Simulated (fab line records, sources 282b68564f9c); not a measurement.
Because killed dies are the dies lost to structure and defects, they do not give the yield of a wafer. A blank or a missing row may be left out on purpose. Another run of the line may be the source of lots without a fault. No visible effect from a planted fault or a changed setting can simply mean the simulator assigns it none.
A struck lot beside a sound one | flow ritCmos | 22 steps out of a route of 202
Sound: the wafers L215.2, L215.3, L215.5. Wafers struck: L226.1, L226.5, L226.6. The cause is given at the end.
Each step with rows lists, per side, the tool, then ch with its chambers, then its first start. Under that, the readings that differ: sound wafers | struck wafers | difference of the means | sigmas: that difference in standard deviations of wafers without a fault.
alike: readings whose means differ by less than 2 such deviations, and words and numbers that are the same on both sides. not compared: withheld readings, readings that some wafer has no value for, bounds like >300 that may hide the same value, and numbers for which the record gives no deviation and whose values overlap.
A row with sigmas, a row that says differs or no value, or rows on one side alone: a step with any of these is where the two part. Non-overlapping numbers with no deviation appear without sigmas and do not part them. Lack of a reading on every wafer of one side parts them only where that side has two or more wafers.

first, 2 steps without rows for these wafers: RIT_NSD_HARDBAKE_07 (time 60 s); RIT_NSD_IMPLANT_08.
RIT_NSD_STRIP_09: strips in O2, time 180 s.
  sound on plasmaAsher-02 ch 0,1, day 3 10:13; struck on plasmaAsher-02 ch 0,1, day 5 16:44
  alike: drypumpMotorCurrentA
  not compared: rfHoursCounterH
RIT_NSD_TW_MEAS_10:
  sound: filmMetro-03 at day 3 10:25; struck: filmMetro-04 at day 5 16:55
  alike: NSD_TW
then, 6 steps without rows for these wafers: RIT_PSD_HMDS_00 (prime time 60 s); RIT_PSD_COAT_01 (resist thk 1000 nm); RIT_PSD_SOFTBAKE_02 (time 60 s); RIT_PSD_EXPOSE_03 (exposes mask M10, target cd 40900 nm); RIT_PSD_PEB_04; RIT_PSD_DEVELOP_05 (develop time 50 s).
RIT_PSD_OVL_MEAS_06:
  sound: overlay-01 at day 3 11:19; struck: overlay-01 at day 5 17:56
  alike: PSD_OVL
then, 1 step without rows for these wafers: RIT_PSD_HARDBAKE_07 (time 60 s).
RIT_PSD_IMPLANT_08:
  sound on implanter-02 ch 0, day 3 11:31; struck on implanter-03 ch 0, day 5 18:08
reading                  | sound                | struck               | difference | sigmas
beamEnergyKeV            | 26.985 26.989 27.002 | 25.111 25.102 25.122 | -1.880     | -99 or more
model.implant.rpNm (nm)  | 22.25 22.25 22.25    | 20.16 20.16 20.16    | -2.09      | 
model.implant.drpNm (nm) | 12.05 12.05 12.05    | 11.45 11.45 11.45    | -0.60      | 
RIT_PSD_STRIP_09: strips in O2, time 180 s.
  sound on plasmaAsher-03 ch 0,1, day 3 11:38; struck on plasmaAsher-03 ch 0,1, day 5 18:17
  alike: drypumpMotorCurrentA
  not compared: rfHoursCounterH
RIT_PSD_TW_MEAS_10:
  sound: filmMetro-04 at day 3 11:50; struck: filmMetro-03 at day 5 18:28
  alike: PSD_TW
then, 3 steps without rows for these wafers: RIT_SDANNEAL_CLEAN_00 (cleans in SC1, time 600 s); RIT_SDANNEAL_CLEAN_01 (cleans in dHF, time 30 s); RIT_SDANNEAL_CLEAN_02 (cleans in SC2, time 600 s).
RIT_SDANNEAL_RTA_03: time 5 s.
  sound on rtpAnneal-02 ch 0, day 3 12:16; struck on rtpAnneal-01 ch 0, day 5 18:53
  alike: rampUpCPerS, wafer_temp_C_max
RIT_SDANNEAL_RS_MEAS_04: uses a four-point probe to measure.
  sound: filmMetro-01 at day 3 12:19; struck: filmMetro-01 at day 5 18:56
reading         | sound                | struck               | difference | sigmas
PSD_RS (ohm/sq) | 116.17 115.99 116.00 | 120.71 120.58 120.43 | +4.52      | +16
RIT_SDANNEAL_RS_MEAS_05: uses a four-point probe to measure.
  sound: filmMetro-01 at day 3 12:26; struck: filmMetro-01 at day 5 19:04
  alike: NSD_RS
RIT_M1_PROBE_99:
  sound: prober-01 at day 3 19:47; struck: prober-02 at day 6 02:31
reading                           | sound             | struck               | difference | sigmas
model.etest.contactPplus.endOhmUm | 42.62 43.36 42.73 | 48.07 49.21 48.03    | +5.53      | 
model.etest.vpnp.gain             | 1.045 1.081 1.1   | 0.9728 0.9707 0.9607 | -0.1073    | 
  alike: killedAtFrontEnd, killedDies, killedOpen, killedShort

WHERE THEY PART
Earliest at RIT_PSD_IMPLANT_08; latest, in this record, at RIT_SDANNEAL_RS_MEAS_04. Later steps at which nothing parts them and some readings are alike: RIT_SDANNEAL_RS_MEAS_05, RIT_M1_PROBE_99.

WHY: the cause the simulator had injected
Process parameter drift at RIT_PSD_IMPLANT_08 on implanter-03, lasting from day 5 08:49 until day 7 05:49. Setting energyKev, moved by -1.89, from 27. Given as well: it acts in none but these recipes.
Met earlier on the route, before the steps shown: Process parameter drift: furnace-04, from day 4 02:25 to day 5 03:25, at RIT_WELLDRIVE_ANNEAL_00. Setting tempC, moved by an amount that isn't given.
